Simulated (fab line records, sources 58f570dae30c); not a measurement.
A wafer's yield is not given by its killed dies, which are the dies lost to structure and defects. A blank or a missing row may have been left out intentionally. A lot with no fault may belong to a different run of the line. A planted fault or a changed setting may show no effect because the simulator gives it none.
Problem report in the 8D (eight disciplines) form, filled by code    flow berkeley cmos170    the parts of the form that need people (team, actions taken, sign-off) are left out

== 1. WHAT WENT WRONG ==
PWELL_TW at UCB170_PWELL_TW_MEAS_17 reads a mean of 404.4 on 6 wafers of 2 lots; wafers without a fault read 378.7 with a standard deviation of 2.2. Relative to the usual mean, that is a shift of +12 standard deviations.
Seen first at day 5 09:05 on film metro-01, wafer L329.1. At this step, 42 wafers from 14 lots have a number in the record. Rule for "out", or "out of limits": more than 4 standard deviations from the usual mean. The rest of the wafers with a number are treated as sound.

== 2. WHAT THIS IS AND IS NOT ==
question                     is                            is not
which readings at this step  PWELL_TW                      -
which lots                   L329, L330                    L317, L318, L319, L320, L321, L322, L323, L324, L332, L334, L337, L339
which wafers of those lots   all that have a number        -
read on which gauges         film metro-01, film metro-03  film metro-04
when                         from day 5 09:05              up to then (24 sound wafers); but 12 sound wafers of L332, L334, L337, L339 came after

== 3. SUSPECTS, AND WHAT RULES EACH OUT ==
Counting: a tool stays on the suspect list if, at a process step up to the reading, it processed all lots that are out and no sound lot following the first of them.
- ruled out: the gauge at UCB170_PWELL_TW_MEAS_17. 2 gauges (film metro-01, film metro-03) read the wafers that are out.
- implanter-04 at UCB170_PWELL_IMPLANT_15: kept. All lots that are out passed through it, beginning with L329 at day 5 08:50, and no sound lot followed; its final sound lot before that point was L322 at day 3 21:16. Its own readings are out on those wafers: dose ions cm2, faraday current uA.
Left after counting: implanter-04 at UCB170_PWELL_IMPLANT_15.

== 4. THE CAUSE (what the simulator had put in) ==
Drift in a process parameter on implanter-04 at UCB170_PWELL_IMPLANT_15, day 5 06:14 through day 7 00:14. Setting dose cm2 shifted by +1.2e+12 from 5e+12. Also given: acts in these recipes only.
After counting, this tool was the only one left.

== 5. SEQUENCE OF EFFECTS, ordered by route ==
Each row: a reading where the mean over the struck wafers with a number is more than 3 standard deviations away from the usual. Only readings whose record carries a usual standard deviation are examined. hours: median over the lots of the time between each lot's start at the first step of this table that gives one and its start at this step. sigmas: the change, counted in usual standard deviations.
hours  step                     reading             usual      on struck wafers  change      sigmas
0      UCB170_PWELL_IMPLANT_15  dose ions cm2       5.001e+12  6.197e+12         +1.196e+12  +99 or more
0      UCB170_PWELL_IMPLANT_15  faraday current uA  15.9       19.5              +3.6        +11
0      UCB170_PWELL_TW_MEAS_17  PWELL_TW            378.7      404.4             +25.7       +12
Its process steps:
- UCB170_PWELL_IMPLANT_15
Later measuring or inspecting steps at which every struck wafer that the step has a row for has a number for every such reading, and none has moved that far: UCB170_FIELD_THK_MEAS_90, UCB170_V1_OVL_MEAS_13.

== 6. WHAT WOULD HAVE CAUGHT IT SOONER ==
The first out-of-limits reading at a measuring or inspecting step in this record came at day 5 09:05, 3 hours after the fault's start at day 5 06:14.
Tool's own readings at UCB170_PWELL_IMPLANT_15, dose ions cm2, faraday current uA: out on all struck wafers the step has rows for; an alarm limit on them would have tripped on the first.
Among the 2 lots that are out, L330 began UCB170_PWELL_IMPLANT_15 on implanter-04 after day 5 09:05. A hold on the tool at that time would have spared it.
